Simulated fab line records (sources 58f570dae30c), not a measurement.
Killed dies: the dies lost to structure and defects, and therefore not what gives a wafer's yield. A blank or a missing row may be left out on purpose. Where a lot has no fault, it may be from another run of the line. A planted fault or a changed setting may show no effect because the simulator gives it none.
What tool caused it? || flow berkeley cmos170 || 14 lots with 42 wafers sampled at 3 steps, on a route of 331 steps

WHAT EACH GAUGE READ, for each wafer
UCB170_V1_THK_MEAS_01.
{"lot": "L472", "measured": "day 8 11:41", "on": "film metro-02", "V1_TEOS_THK (nm)": "1989 1964 2005"}
{"lot": "L474", "measured": "day 9 06:56", "on": "film metro-02", "V1_TEOS_THK (nm)": "1943 1963 1973"}
{"lot": "L475", "measured": "day 9 06:56", "on": "film metro-03", "V1_TEOS_THK (nm)": "1967 2008 2014"}
{"lot": "L477", "measured": "day 9 17:05", "on": "film metro-01", "V1_TEOS_THK (nm)": "1948 1956 1988"}
{"lot": "L480", "measured": "day 10 05:22", "on": "film metro-01", "V1_TEOS_THK (nm)": "1996 2032 2032"}
{"lot": "L481", "measured": "day 10 06:41", "on": "film metro-01", "V1_TEOS_THK (nm)": "2014 2007 2039"}
{"lot": "L482", "measured": "day 10 21:59", "on": "film metro-03", "V1_TEOS_THK (nm)": "2066 2013 2064"}
{"lot": "L483", "measured": "day 10 23:20", "on": "film metro-02", "V1_TEOS_THK (nm)": "1957 1994 2019"}
{"lot": "L487", "measured": "day 11 05:22", "on": "film metro-03", "V1_TEOS_THK (nm)": "1968 1984 2038"}
{"lot": "L486", "measured": "day 11 06:41", "on": "film metro-03", "V1_TEOS_THK (nm)": "1975 2016 2010"}
{"lot": "L488", "measured": "day 11 06:41", "on": "film metro-01", "V1_TEOS_THK (nm)": "1969 1999 2012"}
{"lot": "L493", "measured": "day 16 02:05", "on": "film metro-02", "V1_TEOS_THK (nm)": "1986 1954 2010"}
{"lot": "L494", "measured": "day 16 02:07", "on": "film metro-03", "V1_TEOS_THK (nm)": "1979 2004 2039"}
{"lot": "L495", "measured": "day 16 02:18", "on": "film metro-01", "V1_TEOS_THK (nm)": "1991 1992 2039"}

UCB170_V1_BOW_MEAS_03.
{"lot": "L472", "measured": "day 8 12:02", "on": "film metro-03", "V1_BOW (um)": "33 23 23"}
{"lot": "L474", "measured": "day 9 07:17", "on": "film metro-01", "V1_BOW (um)": "11 15 18"}
{"lot": "L475", "measured": "day 9 07:17", "on": "film metro-03", "V1_BOW (um)": "3 23 18"}
{"lot": "L477", "measured": "day 9 17:27", "on": "film metro-03", "V1_BOW (um)": "18 26 15"}
{"lot": "L480", "measured": "day 10 05:45", "on": "film metro-03", "V1_BOW (um)": "5 7 19"}
{"lot": "L481", "measured": "day 10 07:04", "on": "film metro-02", "V1_BOW (um)": "22 21 21"}
{"lot": "L482", "measured": "day 10 22:21", "on": "film metro-01", "V1_BOW (um)": "17 20 27"}
{"lot": "L483", "measured": "day 10 23:43", "on": "film metro-01", "V1_BOW (um)": "7 15 17"}
{"lot": "L487", "measured": "day 11 05:44", "on": "film metro-03", "V1_BOW (um)": "13 17 22"}
{"lot": "L486", "measured": "day 11 07:04", "on": "film metro-01", "V1_BOW (um)": "22 8 12"}
{"lot": "L488", "measured": "day 11 07:22", "on": "film metro-02", "V1_BOW (um)": "20 22 12"}
{"lot": "L493", "measured": "day 16 02:44", "on": "film metro-02", "V1_BOW (um)": "16 21 27"}
{"lot": "L494", "measured": "day 16 02:49", "on": "film metro-01", "V1_BOW (um)": "24 16 13"}
{"lot": "L495", "measured": "day 16 03:02", "on": "film metro-01", "V1_BOW (um)": "14 11 21"}

TOOL THAT RAN EACH LOT (tool first, then ch and the chambers of the sampled wafers, then the start)
{"lot": "L472", "UCB170_V1_CMP_02": "cmp-01 ch 0,1,3, day 8 11:44"}
{"lot": "L474", "UCB170_V1_CMP_02": "cmp-02 ch 0,2,3, day 9 06:59"}
{"lot": "L475", "UCB170_V1_CMP_02": "cmp-01 ch 1,2,3, day 9 07:08"}
{"lot": "L477", "UCB170_V1_CMP_02": "cmp-02 ch 0,3, day 9 17:09"}
{"lot": "L480", "UCB170_V1_CMP_02": "cmp-02 ch 0,3, day 10 05:25"}
{"lot": "L481", "UCB170_V1_CMP_02": "cmp-02 ch 0,2,3, day 10 06:50"}
{"lot": "L482", "UCB170_V1_CMP_02": "cmp-02 ch 0,1,2, day 10 22:03"}
{"lot": "L483", "UCB170_V1_CMP_02": "cmp-02 ch 0,1,2, day 10 23:23"}
{"lot": "L487", "UCB170_V1_CMP_02": "cmp-02 ch 1,2,3, day 11 05:25"}
{"lot": "L486", "UCB170_V1_CMP_02": "cmp-02 ch 0,3, day 11 06:44"}
{"lot": "L488", "UCB170_V1_CMP_02": "cmp-02 ch 0,2,3, day 11 07:08"}
{"lot": "L493", "UCB170_V1_CMP_02": "cmp-01 ch 0,3, day 16 02:26"}
{"lot": "L494", "UCB170_V1_CMP_02": "cmp-02 ch 1,2,3, day 16 02:26"}
{"lot": "L495", "UCB170_V1_CMP_02": "cmp-02 ch 0,1,3, day 16 02:50"}
- UCB170_V1_CMP_02: polishes SiO2.

AS READ BY THE TOOLS THEMSELVES (means over the sampled wafers that have a number; for cases with no such wafer, the mark the record gives instead)
UCB170_V1_CMP_02.
{"lot": "L472", "tool": "cmp-01", "motor current A (A)": 15.9}
{"lot": "L474", "tool": "cmp-02", "motor current A (A)": 14.6}
{"lot": "L475", "tool": "cmp-01", "motor current A (A)": 16.0}
{"lot": "L477", "tool": "cmp-02", "motor current A (A)": 14.8}
{"lot": "L480", "tool": "cmp-02", "motor current A (A)": 15.1}
{"lot": "L481", "tool": "cmp-02", "motor current A (A)": 15.1}
{"lot": "L482", "tool": "cmp-02", "motor current A (A)": 16.1}
{"lot": "L483", "tool": "cmp-02", "motor current A (A)": 16.0}
{"lot": "L487", "tool": "cmp-02", "motor current A (A)": 16.6}
{"lot": "L486", "tool": "cmp-02", "motor current A (A)": 14.8}
{"lot": "L488", "tool": "cmp-02", "motor current A (A)": 14.9}
{"lot": "L493", "tool": "cmp-01", "motor current A (A)": 16.1}
{"lot": "L494", "tool": "cmp-02", "motor current A (A)": 16.4}
{"lot": "L495", "tool": "cmp-02", "motor current A (A)": 16.5}

THE ANSWER, worked out from the rows above alone
Rule: what is usual is taken from the lots themselves. Put in order of their means at a reading, lots are off if they are a third of the lots or fewer, leave a main group of 4 or more, and stand apart from it by a gap of 3 or more times the standard deviation of the main group's means; of several such gaps the widest counts. A main group is skipped when, at the precision printed for the reading in the tables above, its means are all equal. Also off: a lot with no number at a reading for which 4 or more lots have one. The other lots that the step has rows for count as sound. Order of review: gauges by route order, followed by the tools' own readings, for which a lot's mean as printed above is used. The first step at which some lot is off is used, and at that step the reading that is off furthest; a lot without a number counts as furthest.
None of the lots is off at any reading shown; this tells nothing.

WHAT THE SIMULATOR HAD PUT IN
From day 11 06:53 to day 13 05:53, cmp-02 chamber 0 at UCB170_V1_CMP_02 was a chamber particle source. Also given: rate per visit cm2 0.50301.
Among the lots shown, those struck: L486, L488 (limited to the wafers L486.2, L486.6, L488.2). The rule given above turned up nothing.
